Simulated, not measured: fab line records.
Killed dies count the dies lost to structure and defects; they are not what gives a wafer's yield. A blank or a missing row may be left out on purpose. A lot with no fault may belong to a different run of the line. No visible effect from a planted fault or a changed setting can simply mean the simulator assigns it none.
Struck lot and sound lot, side by side	flow rit-cmos	17 out of 202 route steps
Sound: the wafers L350.1, L350.3, L350.5. Struck: wafer L346.3 (L346.2, L346.5, from the same lot, were not struck and are left out); the cause is given at the end.
For every step that has rows: the tool of each side, followed by ch and its chambers, followed by its first start. Under that, the readings that differ: sound wafers	struck wafers	difference of the means	sigmas: that difference in standard deviations of wafers without a fault.
alike: same words and numbers on both sides, and readings whose means sit less than 2 such deviations apart. not compared: any withheld reading, any reading some wafer has no value for, any bound like >300 that may hide the same value, and any number with overlapping values for which the record gives no deviation.
Wherever a step has rows on one side only, a row that says differs or no value, or a row with sigmas, the two part there. Non-overlapping numbers with no deviation appear without sigmas and do not part them. A reading that every wafer of one side lacks parts them only if that side has two wafers or more.

first, 1 step without rows for these wafers: RIT_PSD_IMPLANT_08.
RIT_PSD_STRIP_09: strips in O2, time 180 s.
  sound on plasma-asher-03 ch 0,1, day 7 14:49; struck on plasma-asher-04 ch 0, day 6 16:52
reading	sound	struck	difference	sigmas
drypump-motor-current-A (A)	4.9 5.4 4.8	6.3	+1.3	+3
  not compared: rf-hours-counter-h
RIT_PSD_TW_MEAS_10:
  sound on film-metro-02 at day 7 15:00; struck on film-metro-01 at day 6 17:02
  alike: PSD_TW
then, 3 steps without rows for these wafers: RIT_SDANNEAL_CLEAN_00 (cleans in SC1, time 600 s); RIT_SDANNEAL_CLEAN_01 (cleans in dHF, time 30 s); RIT_SDANNEAL_CLEAN_02 (cleans in SC2, time 600 s).
RIT_SDANNEAL_RTA_03: time 5 s.
  sound on rtp-anneal-01 ch 0, day 7 15:26; struck on rtp-anneal-01 ch 0, day 6 17:29
  alike: wafer_temp_C_max
RIT_SDANNEAL_RS_MEAS_04: uses a four-point probe to measure.
  sound on film-metro-01 at day 7 15:34; struck on film-metro-03 at day 6 17:33
reading	sound	struck	difference	sigmas
PSD_RS (ohm/sq)	116.16 115.87 116.02	115.51	-0.51	-2
RIT_SDANNEAL_RS_MEAS_05: uses a four-point probe to measure.
  sound on film-metro-01 at day 7 15:41; struck on film-metro-03 at day 6 17:40
  alike: NSD_RS
RIT_SDANNEAL_RS_MEAS_06: uses a four-point probe to measure.
  sound on film-metro-01 at day 7 15:48; struck on film-metro-03 at day 6 17:47
  alike: PLDD_RS
RIT_SDANNEAL_RS_MEAS_07: uses a four-point probe to measure.
  sound on film-metro-01 at day 7 15:55; struck on film-metro-03 at day 6 17:55
  alike: NLDD_RS
then, 1 step without rows for these wafers: RIT_SILICIDE_WET_ETCH_00 (etches SiO2 in BOE, target depth 14 nm, time 15 s).
RIT_SILICIDE_SPUTTER_01: material Ti, target thk 30 nm, time 240 s.
  sound on pvd-sputter-02 at day 7 16:03; struck on pvd-sputter-03 at day 6 18:02
reading	sound	struck	difference	sigmas
model.Ti_of_SILICIDE_SPUTTER_01.thk-nm (nm)	29.94 30.08 29.85	31.19	+1.23	
  alike: throttle-valve-pct
RIT_SILICIDE_RS_MEAS_02: uses a four-point probe to measure.
  sound on film-metro-03 at day 7 16:12; struck on film-metro-04 at day 6 18:12
reading	sound	struck	difference	sigmas
SILICIDE_TI_RS (ohm/sq)	48.0 47.7 48.2	45.5	-2.5	-4
RIT_SILICIDE_THK_MEAS_03: measures by xrf.
  sound on film-metro-03 at day 7 16:19; struck on film-metro-04 at day 6 18:19
reading	sound	struck	difference	sigmas
SILICIDE_TI_THK (nm)	29.6 29.8 29.6	31.2	+1.5	+5
RIT_SILICIDE_RTA_04: time 10 s, ramp up 5 s, ramp down 5 s.
  sound on rtp-anneal-02 ch 0, day 7 16:23; struck on rtp-anneal-02 ch 0, day 6 18:22
  alike: wafer_temp_C_max
RIT_M1_PROBE_99:
  sound on prober-01 at day 7 23:10; struck on prober-01 at day 7 00:54
reading	sound	struck	difference	sigmas
model.etest.contact-pplus.end-ohm-um	45.09 42.9 42.79	47.08	+3.49	
model.etest.contact-nplus.end-ohm-um	40.14 40.14 40.03	43.6	+3.5	
model.etest.npoly-line.rs-ohm-sq	17.06 17.04 17.12	16.49	-0.58	
model.etest.ppoly-line.rs-ohm-sq	16.43 16.56 16.5	16.03	-0.47	
model.etest.npoly-sal.rs-ohm-sq	4.311 4.294 4.368	4.245	-0.079	
model.etest.ppoly-sal.rs-ohm-sq	4.287 4.285 4.313	4.218	-0.077	
model.etest.pplus-sal.rs-ohm-sq	4.29 4.292 4.306	4.242	-0.054	
model.etest.nplus-sal.rs-ohm-sq	4.298 4.259 4.314	4.183	-0.107	
  alike: killed-at-contacts, killed-at-front-end, killed-dies, killed-open, killed-short

== WHERE THEY PART ==
Earliest at RIT_PSD_STRIP_09; latest, in this record, at RIT_SILICIDE_THK_MEAS_03. Later steps at which nothing parts them and some readings are alike: RIT_SILICIDE_RTA_04, RIT_M1_PROBE_99.

WHY: whatever the simulator had introduced
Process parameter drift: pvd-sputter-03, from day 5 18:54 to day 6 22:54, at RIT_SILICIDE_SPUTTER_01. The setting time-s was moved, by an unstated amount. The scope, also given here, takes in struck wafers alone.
